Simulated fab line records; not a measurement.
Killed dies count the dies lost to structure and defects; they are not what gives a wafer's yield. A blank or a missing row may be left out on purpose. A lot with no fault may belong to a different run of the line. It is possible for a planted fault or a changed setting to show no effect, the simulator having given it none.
One fault through the eyes of 2 desks	flow rit_cmos	each desk holds nothing but its own numbers, with what lay behind them at the end

AT THE METROLOGY DESK
What the gauges read, lot by lot, whatever tool the lot ran on: means of the sampled wafers that have a number. The brackets show how far a lot's mean lies from the usual mean; more than 4 standard deviations puts the lot out of limits, marked OUT.
Columns: A = REOX_OXIDE_THK at RIT_REOX_THK_MEAS_04, usual 25.3 nm
lot	first seen here	A
L935	day 2 16:25	24.9
L936	day 2 22:07	25.2
L937	day 3 02:08	26.1
L938	day 3 07:55	25.5
L939	day 3 11:58	25.0
L940	day 3 16:52	25.5
L941	day 3 22:28	25.5
L942	day 4 03:11	25.0
L943	day 4 09:00	25.6
L944	day 4 13:12	25.2
L945	day 4 18:16	25.6
L946	day 4 22:37	25.9
L953	day 6 10:53	23.6
L954	day 6 15:05	23.6
This desk's finding: nothing out of limits on any of the 14 lots.

DESK OF THE TOOL OWNER: furnace-02
The tool's own readings at RIT_REOX_OXIDATION_03 (target thk 25.2 nm, ox time 5580 s): means of the sampled wafers that have a number, for each lot that ran on this tool. The brackets show how far a lot's mean lies from the usual mean; more than 4 standard deviations puts the lot out of limits, marked OUT.
Columns: A = spike_tc_centre_C at RIT_REOX_OXIDATION_03, usual 902.8 C; B = spike_tc_load_C at RIT_REOX_OXIDATION_03, usual 926.1 C; C = spike_tc_source_C at RIT_REOX_OXIDATION_03, usual 923.3 C; D = tube_center_temp_C at RIT_REOX_OXIDATION_03, usual 900.01 C; E = tube_center_temp_C_max at RIT_REOX_OXIDATION_03, usual 902.3
lot	first seen here	A	B	C	D	E
L936	day 2 19:34	903.3	925.6	922.3	900.05	902.4
L938	day 3 05:22	902.9	926.3	922.0	900.03	902.2
L939	day 3 09:25	903.5	926.1	921.7	899.98	902.2
L941	day 3 19:55	902.9	924.9	922.8	900.03	902.2
L943	day 4 06:27	903.5	926.9	922.1	900.00	902.0
L944	day 4 10:38	903.8	925.4	922.9	899.96	902.0
L953	day 6 08:19	896.3 (-6.7) OUT	919.2 (-5.7) OUT	916.4 (-4.9) OUT	894.05 (-78) OUT	896.4 (-15) OUT
L954	day 6 12:32	896.8 (-6.2) OUT	920.0 (-5.1) OUT	915.7 (-5.4) OUT	894.17 (-77) OUT	896.1 (-15) OUT
This desk's finding: out of limits on L953, L954; first on L953, day 6 08:19 (spike_tc_centre_C at RIT_REOX_OXIDATION_03). L936, L938, L939, L941, L943, L944: within limits.

PUT TOGETHER
An alarm could have come from the tool owner's desk at day 6 08:19, on L953, L954.
At the metrology desk, nothing out of limits was observed.
The metrology desk holds a record of L953, L954, inside its limits.
On furnace-02, each named lot ran RIT_REOX_OXIDATION_03.

WHAT THE SIMULATOR HAD INSERTED
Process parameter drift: furnace-02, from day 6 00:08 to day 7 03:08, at RIT_REOX_OXIDATION_03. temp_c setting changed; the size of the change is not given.
Shown lots that were struck: L953, L954.
Delay in hours, fault start to first out-of-limits reading, by desk: the tool owner's desk at 8.
